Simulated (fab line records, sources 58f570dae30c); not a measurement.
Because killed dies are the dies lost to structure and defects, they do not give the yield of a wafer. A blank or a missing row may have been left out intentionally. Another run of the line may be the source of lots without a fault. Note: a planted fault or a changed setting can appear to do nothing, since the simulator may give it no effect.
Which tool is to blame? -- flow berkeley cmos170 -- Sampling: 14 lots, 42 wafers, 5 of 331 route steps

WHAT THE GAUGES SHOWED, per wafer
UCB170_NWELL_TW_MEAS_16. Usual: NWELL_TW gives 1259 (standard deviation 9).
lot,measured,on,NWELL_TW,flag
L406,day 2 03:52,film metro-03,1258 1267 1265,
L410,day 3 00:20,film metro-04,1253 1254 1254,
L411,day 3 07:13,film metro-04,1251 1249 1248,
L412,day 3 11:09,film metro-04,1248 1249 1252,
L413,day 3 17:59,film metro-03,1255 1257 1254,
L414,day 3 21:42,film metro-03,1259 1257 1260,
L415,day 3 21:55,film metro-03,1260 1258 1259,
L417,day 4 14:22,film metro-04,1243 1241 1249,
L422,day 5 12:01,film metro-03,1268 1278 1271,
L423,day 5 22:01,film metro-02,1256 1253 1261,
L424,day 6 09:53,film metro-03,1265 1267 1260,
L425,day 6 09:40,film metro-02,1260 1262 1264,
L427,day 7 00:47,film metro-03,1263 1261 1264,
L429,day 7 04:14,film metro-04,1248 1248 1247,

UCB170_PVT_OVL_MEAS_06. Usual: PVT_OVL gives -2 nm (standard deviation 5.8).
lot,measured,on,PVT_OVL (nm),flag
L406,day 4 21:41,overlay-01,2 -4 2,
L410,day 6 04:23,overlay-02,-13 -8 -20,
L411,day 7 01:17,overlay-02,9 14 4,
L412,day 6 22:11,overlay-02,-2 -3 -3,
L413,day 7 04:42,overlay-01,-8 -9 -8,
L414,day 7 04:29,overlay-02,-7 -2 -4,
L415,day 7 04:26,overlay-01,-6 -3 -1,
L417,day 8 01:29,overlay-01,-4 2 5,
L422,day 9 00:58,overlay-01,-1 4 1,
L423,day 9 05:46,overlay-01,5 12 1,
L424,day 9 18:19,overlay-01,-2 1 -6,
L425,day 9 17:41,overlay-02,-2 1 0,
L427,day 10 01:45,overlay-01,-4 -5 -9,
L429,day 10 03:13,overlay-01,-8 -11 -2,

UCB170_GATE_CD_MEAS_12: the cd target is 350 nm. Usual: cd nm at 350.1 nm, with a standard deviation of 1.2.
lot,measured,on,cd nm (nm),flag
L406,day 5 08:58,cd sem-02,349.3 348.8 348.5,
L410,day 6 20:00,cd sem-01,349.6 349.7 349.9,
L411,day 7 11:40,cd sem-01,350.9 352.5 352.9,
L412,day 7 05:47,cd sem-02,349.1 349.9 350.8,
L413,day 7 16:52,cd sem-02,349.5 349.4 350.0,
L414,day 7 17:14,cd sem-01,351.2 350.2 349.9,
L415,day 7 17:07,cd sem-01,349.1 348.3 349.6,
L417,day 8 12:25,cd sem-01,351.2 352.7 350.7,
L422,day 9 15:26,cd sem-02,330.2 330.5 329.8,OFF
L423,day 9 19:10,cd sem-01,348.6 349.0 348.0,
L424,day 10 02:19,cd sem-01,329.2 329.9 330.5,OFF
L425,day 10 02:38,cd sem-01,352.0 350.8 349.1,
L427,day 10 12:24,cd sem-01,351.9 351.7 352.2,
L429,day 10 12:43,cd sem-02,347.9 347.8 348.4,

TOOL THAT RAN EACH LOT (tool first, then ch and the chambers of the sampled wafers, then the start)
lot,UCB170_ZERO_ETCH_06,UCB170_GATE_PEB_10
L406,"rie diel-03 ch 0,2,3, day 1 15:44","litho track-04 ch 0, day 5 08:38"
L410,"rie diel-01 ch 2,3, day 2 13:31","litho track-02 ch 0, day 6 19:43"
L411,"rie diel-02 ch 0,1,2, day 2 19:31","litho track-02 ch 0, day 7 11:23"
L412,"rie diel-02 ch 0,1,3, day 3 00:24","litho track-02 ch 0, day 7 05:31"
L413,"rie diel-02 ch 0,1,2, day 3 07:49","litho track-02 ch 0, day 7 16:35"
L414,"rie diel-03 ch 0,1,2, day 3 10:35","litho track-01 ch 0, day 7 16:57"
L415,"rie diel-02 ch 1,2,3, day 3 13:59","litho track-04 ch 0, day 7 16:50"
L417,"rie diel-01 ch 0,3, day 3 23:56","litho track-01 ch 0, day 8 12:09"
L422,"rie diel-03 ch 0,3, day 5 00:49","litho track-02 ch 0, day 9 15:10"
L423,"rie diel-01 ch 0,2,3, day 5 08:33","litho track-04 ch 0, day 9 18:52"
L424,"rie diel-01 ch 1,2,3, day 5 17:29","litho track-02 ch 0, day 10 02:03"
L425,"rie diel-02 ch 0,1,3, day 5 17:46","litho track-01 ch 0, day 10 02:19"
L427,"rie diel-02 ch 2,3, day 6 09:44","litho track-04 ch 0, day 10 12:08"
L429,"rie diel-03 ch 1,2, day 6 18:37","litho track-04 ch 0, day 10 12:27"
- UCB170_ZERO_ETCH_06: etches SiO2 in CHF3/CF4/Ar, time 12 s.
- UCB170_GATE_PEB_10

AS READ BY THE TOOLS THEMSELVES (means over the sampled wafers that have a number; for cases with no such wafer, the mark the record gives instead)
UCB170_ZERO_ETCH_06. Usual: drypump motor current A 5.8 A, standard deviation 0.41; oes product au 0.615 a.u., standard deviation 0.012; throttle valve pct 9.32 %, standard deviation 0.16.
lot,tool,drypump motor current A (A),oes product au (a.u.),throttle valve pct (%),flag
L406,rie diel-03,6.0,0.623,9.22,
L410,rie diel-01,5.4,0.622,9.48,
L411,rie diel-02,6.0,0.607,9.38,
L412,rie diel-02,6.0,0.609,9.30,
L413,rie diel-02,6.1,0.609,9.38,
L414,rie diel-03,5.9,0.621,9.24,
L415,rie diel-02,5.7,0.616,9.38,
L417,rie diel-01,5.1,0.619,9.55,
L422,rie diel-03,6.0,0.629,9.27,
L423,rie diel-01,5.3,0.617,9.43,
L424,rie diel-01,5.6,0.614,9.27,
L425,rie diel-02,6.0,0.611,9.30,
L427,rie diel-02,5.6,0.614,9.42,
L429,rie diel-03,5.8,0.612,9.19,

UCB170_GATE_PEB_10. Usual: exhaust pa at 45.0 Pa, with a standard deviation of 1.
lot,tool,exhaust pa (Pa),flag
L406,litho track-04,44.5,
L410,litho track-02,44.9,
L411,litho track-02,45.6,
L412,litho track-02,45.2,
L413,litho track-02,44.6,
L414,litho track-01,46.2,
L415,litho track-04,44.5,
L417,litho track-01,46.2,
L422,litho track-02,46.0,
L423,litho track-04,44.8,
L424,litho track-02,44.8,
L425,litho track-01,45.9,
L427,litho track-04,46.1,
L429,litho track-04,43.8,

THE ANSWER, worked out from the rows above alone
Rule: a lot counts as off when the mean over its wafers that have a number is more than 3 standard deviations away from the usual mean. A lot without any number at a reading at which 4 lots or more have one is off too. Where the step has rows for the other lots, those lots are counted as sound. First the gauges in route order, then the tools' own readings, where a lot's mean is used as printed above. The first step at which some lot is off is used, and at that step the reading that is off furthest; a lot without a number counts as furthest.
Off at UCB170_GATE_CD_MEAS_12 (cd nm): L422, L424.
If a tool, at a process step before that reading, ran all the lots that are off and no sound lot after the first of them, it fits. The gauges at UCB170_GATE_CD_MEAS_12 are tried like those tools. One fits: litho track-02 at UCB170_GATE_PEB_10. A fault onset in the window from L413 (day 7 16:35, its last sound lot) to L422 (day 9 15:10, its first lot off) fits.

WHAT THE SIMULATOR PUT IN
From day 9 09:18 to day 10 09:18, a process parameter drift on litho track-02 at UCB170_GATE_PEB_10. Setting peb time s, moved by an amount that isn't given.
Struck lots among those shown: L422, L424. The rule above found the same.
